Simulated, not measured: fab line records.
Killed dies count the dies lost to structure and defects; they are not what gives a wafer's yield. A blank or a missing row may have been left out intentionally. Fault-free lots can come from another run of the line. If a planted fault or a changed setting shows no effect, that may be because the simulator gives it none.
Which tool was responsible? + flow berkeley-cmos170 + 7 lots with 21 wafers sampled at 2 steps, on a route of 331 steps

== WHAT EACH GAUGE READ, for each wafer ==
UCB170_NSD_CD_MEAS_06: the cd target is 1200 nm.
| lot  | measured     | on        | cd-nm (nm)           |
|------|--------------|-----------|----------------------|
| L220 | day 7 18:37  | cd-sem-01 | 1199.5 1198.9 1201.1 |
| L223 | day 8 11:34  | cd-sem-01 | 1203.0 1200.4 1202.0 |
| L228 | day 10 07:08 | cd-sem-02 | 1200.2 1200.7 1198.6 |
| L234 | day 11 05:35 | cd-sem-01 | 1200.3 1202.8 1201.2 |
| L237 | day 11 20:02 | cd-sem-02 | 1200.5 1200.3 1199.5 |
| L240 | day 12 06:55 | cd-sem-02 | 1198.2 1197.9 1198.1 |
| L238 | day 12 11:07 | cd-sem-01 | 1200.0 1199.6 1198.9 |

== EACH LOT AND THE TOOL THAT RAN IT (in order: tool; ch and the chambers of the sampled wafers; start) ==
| lot  | UCB170_NSD_PEB_04                 |
|------|-----------------------------------|
| L220 | litho-track-04 ch 0, day 7 18:20  |
| L223 | litho-track-02 ch 0, day 8 11:17  |
| L228 | litho-track-04 ch 0, day 10 06:52 |
| L234 | litho-track-04 ch 0, day 11 05:19 |
| L237 | litho-track-01 ch 0, day 11 19:46 |
| L240 | litho-track-01 ch 0, day 12 06:39 |
| L238 | litho-track-01 ch 0, day 12 10:50 |
- UCB170_NSD_PEB_04

== THE ANSWER, worked out from the rows above alone ==
Rule: usual is defined by the lots themselves. Put in order of their means at a reading, lots are off if they are a third of the lots or fewer, leave a main group of 4 or more, and stand apart from it by a gap of 3 or more times the standard deviation of the main group's means; of several such gaps the widest counts. If all means in a main group match to the digits the tables above print for the reading, that group is not used. Also off: a lot with no number at a reading for which 4 or more lots have one. Any other lot the step has rows for is counted as sound.
Across all readings shown, no lot is off: no conclusion can be drawn from this.

== WHAT THE SIMULATOR HAD PUT IN ==
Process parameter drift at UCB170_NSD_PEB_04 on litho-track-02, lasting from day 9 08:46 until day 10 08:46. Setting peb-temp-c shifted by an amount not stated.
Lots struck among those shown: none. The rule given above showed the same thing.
